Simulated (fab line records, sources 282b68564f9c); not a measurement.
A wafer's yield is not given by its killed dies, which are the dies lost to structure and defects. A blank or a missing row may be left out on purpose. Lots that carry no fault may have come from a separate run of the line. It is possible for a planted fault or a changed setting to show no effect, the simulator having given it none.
Code-filled problem report in 8D (eight disciplines) form | flow rit cmos | the parts of the form that need people (team, actions taken, sign-off) are left out

1. PROBLEM STATEMENT
M1_AL_RS at RIT_M1_RS_MEAS_01 reads a mean of 0.1352 ohm/sq on 1 wafer of 1 lot; wafers without a fault read 0.0732 ohm/sq with a standard deviation of 0.00088. That is +70 standard deviations from the usual mean.
The step: measures by four-point-probe.
The first sign was on wafer L675.1 at day 4 08:00, on film metro-01. Wafers with a number at this step in the record: 15, from 5 lots. By rule, "out" or "out of limits" means more than 4 standard deviations away from the usual mean. The other wafers with a number count as sound.

2. WHAT IT IS AND WHAT IT IS NOT
question                    | is               | is not
which readings at this step | M1_AL_RS         | -
which lots                  | L675             | L670, L671, L682, L689
which wafers of those lots  | L675.1           | L675.3, L675.4
read on which gauges        | film metro-01    | film metro-03, film metro-04
when                        | from day 4 08:00 | up to then (8 sound wafers); but 6 sound wafers of L682, L689 came after

3. THE SUSPECTS, EACH WITH WHAT RULES IT OUT
Counting: any tool at a process step up to the reading remains a suspect provided it ran every lot that is out. Sound lots after the first of them don't rule it out here, since some wafers of a struck lot are sound.
- the gauge at RIT_M1_RS_MEAS_01: ruled out. All the wafers that are out were read on film metro-01, but those of them that RIT_M1_METAL_ETCH_12 has rows for are out there too, on other tools.
- rie diel-01 at RIT_CONTACT_ETCH_11 (etches SiO2 in CHF3/CF4/Ar, stops on TiSi2, target depth 480 nm, time 320 s): kept. L675, the lot that is out, went through it at day 4 06:40; up to then, the latest sound lot through it was L670 at day 3 05:26.
- plasma asher-01 at RIT_CONTACT_STRIP_12 (strips in O2, time 180 s): kept. L675, the lot that is out, went through it at day 4 06:52; up to then, the latest sound lot through it was L670 at day 3 05:38.
- pvd sputter-02 at RIT_M1_SPUTTER_00 (material Al, target thk 400 nm, time 500 s): kept. L675, the lot that is out, went through it at day 4 07:42; up to then, the latest sound lot through it was L671 at day 3 10:53.
- At RIT_CONTACT_ETCH_11, inside rie diel-01: chamber 0 took the wafers that are out, while their sound lot-mates went through chambers 1, 3.
After the count, these remain: rie diel-01 at RIT_CONTACT_ETCH_11, plasma asher-01 at RIT_CONTACT_STRIP_12 and pvd sputter-02 at RIT_M1_SPUTTER_00.

4. THE CAUSE (what the simulator had put in)
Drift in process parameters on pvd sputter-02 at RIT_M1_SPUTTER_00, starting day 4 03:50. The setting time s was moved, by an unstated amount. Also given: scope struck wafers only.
After counting, 3 suspects remain, this tool included.

5. SEQUENCE OF EFFECTS, ordered by route
Each row: a reading where the mean over the struck wafers with a number is more than 3 standard deviations away from the usual. Scope: only readings with a usual standard deviation given in the record; hours: median across lots of the time from each lot's start at the first step in this table that gives one to its start at this step; sigmas: change in usual standard deviations.
hours | step                 | reading        | usual         | on struck wafers | change  | sigmas
0     | RIT_M1_RS_MEAS_01    | M1_AL_RS       | 0.0732 ohm/sq | 0.1352           | +0.0620 | +70
2     | RIT_M1_THK_MEAS_02   | M1_AL_THK      | 405 nm        | 222              | -183    | -33
8     | RIT_M1_METAL_ETCH_12 | oes product au | 0.780 a.u.    | 0.582            | -0.198  | -14
Here are the process steps it includes:
- RIT_M1_METAL_ETCH_12: etches Al in Cl2/BCl3, stops on SiO2, time 165 s, target depth 600 nm.
At these later measuring or inspecting steps, every struck wafer for which the step has a row has a number for every such reading, and none has moved that far: RIT_M1_CD_MEAS_09, RIT_M1_OVL_MEAS_10.

6. WHAT WOULD HAVE CAUGHT IT SOONER
4 hours passed between the start of the fault at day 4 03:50 and the first reading out of limits at a measuring or inspecting step in this record, taken at day 4 08:00.
Of the tool readings at RIT_M1_SPUTTER_00 for which the record gives a usual standard deviation, none was out on any struck wafer, so an alarm limit of 4 standard deviations on them would not have fired.
The start of RIT_M1_SPUTTER_00 on pvd sputter-02 came by day 4 08:00 for every one of the lots that are out (1). Had the tool been put on hold then, not one of them would have been saved.
